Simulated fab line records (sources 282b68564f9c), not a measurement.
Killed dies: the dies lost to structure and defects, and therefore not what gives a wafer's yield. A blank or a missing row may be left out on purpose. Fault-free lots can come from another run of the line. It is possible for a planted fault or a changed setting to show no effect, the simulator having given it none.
fab line records	flow rit-cmos
record lots=15	wafers=45	last-day=7
route steps=202 shown SPACER@126 M1@202
lots that met no fault: taken from a fault-free run of the same line
start-h: hours from the record's first day to the start of the lot's first wafer shown	wait-h: hours since the lot's step before	" as in the row above	L1.1+2: several wafers, shown together as one row	- no value, or no start given	* or withheld: withheld	< > ~ a bound
route shown NAME@n: names a module that has steps shown in the file, with the first one's number in the route	usual: mean/standard deviation of fault-free wafers	same: alike in all rows	chamber/n: place in a boat	sites: per-site readings	_std_site: how widely they spread, as a standard deviation	_edge_site: inner sites' mean taken away from outer sites' mean	radius-mm: how far each site lies from the wafer's centre	mask NAME#n: copy n	behind: the last tool/chamber to shape the wafer	hold: reason for holding the lot/hours on hold/outcome of the hold	device: whichever transistor did not switch (one of n, p or np)	end of line: the route-end tests of the same wafers	for a step that has no rows: nothing shown but its recipe	killed: at the first sort, the dies lost to defects and structure; wafer yield is something else	map: a wafer's dies, marking killed ones x, the rest . and places with no die _
set.NAME: the setting that was run; set.NAME@STEP: the one run at that earlier step	model.NAME: the simulator's own value behind a step, which no gauge read
steps of the route over a sample of lots; a table a step, a row a wafer
## steps
# step RIT_SPACER_CLEAN_01
# recipe chemistry=dHF	dilution=50:1	time-s=30
# usual run-length-s=58.5/2.7	time-s=30/0
lot.wafer	tool	chamber	start-h	wait-h	run-length-s	time-s
L187.3	wet-bench-03	1	42.99	0.0	56.6	30
L187.4	"	1	"	"	56.6	30
L187.6	"	1	"	"	56.6	30
L189.1	wet-bench-03	3	54.12	0.0	55.7	30
L189.2	"	3	"	"	55.7	30
L189.3	"	3	"	"	55.7	30
L190.3	wet-bench-02	1	59.75	0.0	62.6	30
L190.4	"	1	"	"	62.6	30
L190.5	"	1	"	"	62.6	30
L192.2	wet-bench-03	1	68.22	0.0	56.8	30
L192.4	"	1	"	"	56.8	30
L192.5	"	1	"	"	56.8	30
L193.1	wet-bench-02	1	72.81	0.0	63.7	30
L193.2	"	1	"	"	63.7	30
L193.6	"	1	"	"	63.7	30
L195.3	wet-bench-02	3	84.64	0.0	55.8	30
L195.5	"	3	"	"	55.8	30
L195.6	"	3	"	"	55.8	30
L196.1	wet-bench-02	1	88.55	0.0	-	-
L196.4	"	1	"	"	-	-
L196.6	"	1	"	"	-	-
L197.2	wet-bench-03	0	93.44	0.0	-	-
L197.5	"	0	"	"	-	-
L197.6	"	0	"	"	-	-
L198.2	wet-bench-02	3	97.76	0.0	-	-
L198.5	"	3	"	"	-	-
L198.6	"	3	"	"	-	-
L203.3	wet-bench-03	0	123.66	0.0	56.3	30
L203.4	"	0	"	"	56.3	30
L203.6	"	0	"	"	56.3	30
L204.2	wet-bench-02	3	128.02	0.0	56.0	30
L204.5	"	3	"	"	56.0	30
L204.6	"	3	"	"	56.0	30
L206.1	wet-bench-02	3	138.59	0.0	61.4	30
L206.4	"	3	"	"	61.4	30
L206.6	"	3	"	"	61.4	30
L207.2	wet-bench-01	3	144.21	0.0	56.1	30
L207.3	"	3	"	"	56.1	30
L207.5	"	3	"	"	56.1	30
L208.2	wet-bench-01	0	148.41	0.0	57.9	30
L208.3	"	0	"	"	57.9	30
L208.6	"	0	"	"	57.9	30
L209.1	wet-bench-02	2	153.43	0.0	61.8	30
L209.3	"	2	"	"	61.8	30
L209.4	"	2	"	"	61.8	30
# step RIT_M1_PROBE_99
# usual killed_at_M0_to_M3=0.0/0.14	killed-at-contacts=0.1/0.36	killed-at-front-end=7/3.4	killed-dies=7/3.4	killed-open=3.3/2	killed-short=3.8/2.4
# same gross-dies=264	killed_at_M4_up=0	killed-at-back-side=0	killed-at-other=0
lot.wafer	tool	chamber	start-h	wait-h	killed_at_M0_to_M3	killed-at-contacts	killed-at-front-end	killed-dies	killed-open	killed-short
L196.4	prober-01	-	102.09	0.2	0	2	5	7	5	2
L197.5	prober-02	-	106.85	0.2	0	0	11	11	3	8
# killed by level:class
L196.4 GATE:geometric-particle:open=2 GATE:geometric-particle:short=2 CONTACT:geometric-particle:open=2 FOX1:geometric-particle:open=1
L197.5 GATE:geometric-particle:short=4 GATE:geometric-particle:open=2 SILICIDE:geometric-particle:short=2 FOX1:geometric-particle:short=1 FOX2:geometric-particle:open=1 SPACER:geometric-particle:short=1
## key
first-sign step=RIT_SPACER_CLEAN_01	reading=tool-record	direction=missing
effect none on later readings
met-at RIT_SPACER_CLEAN_01
struck-lots L196,L197,L198
tester-left-out L196,L197,L198
onset-between 84.64 88.55
fault kind=skipped-step-whole	tool=wet-bench-02,wet-bench-03	chamber=-	onset-h=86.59	steps=RIT_SPACER_CLEAN_01	scope=struck-lots-only
# tester-left-out: of these lots the tester's yield and bins aren't shown, on N5 and GAA mostly nor the transistor test; their killed dies are dies lost to structure and defects alone, not to doping, threshold or leakage, so they don't give the yield
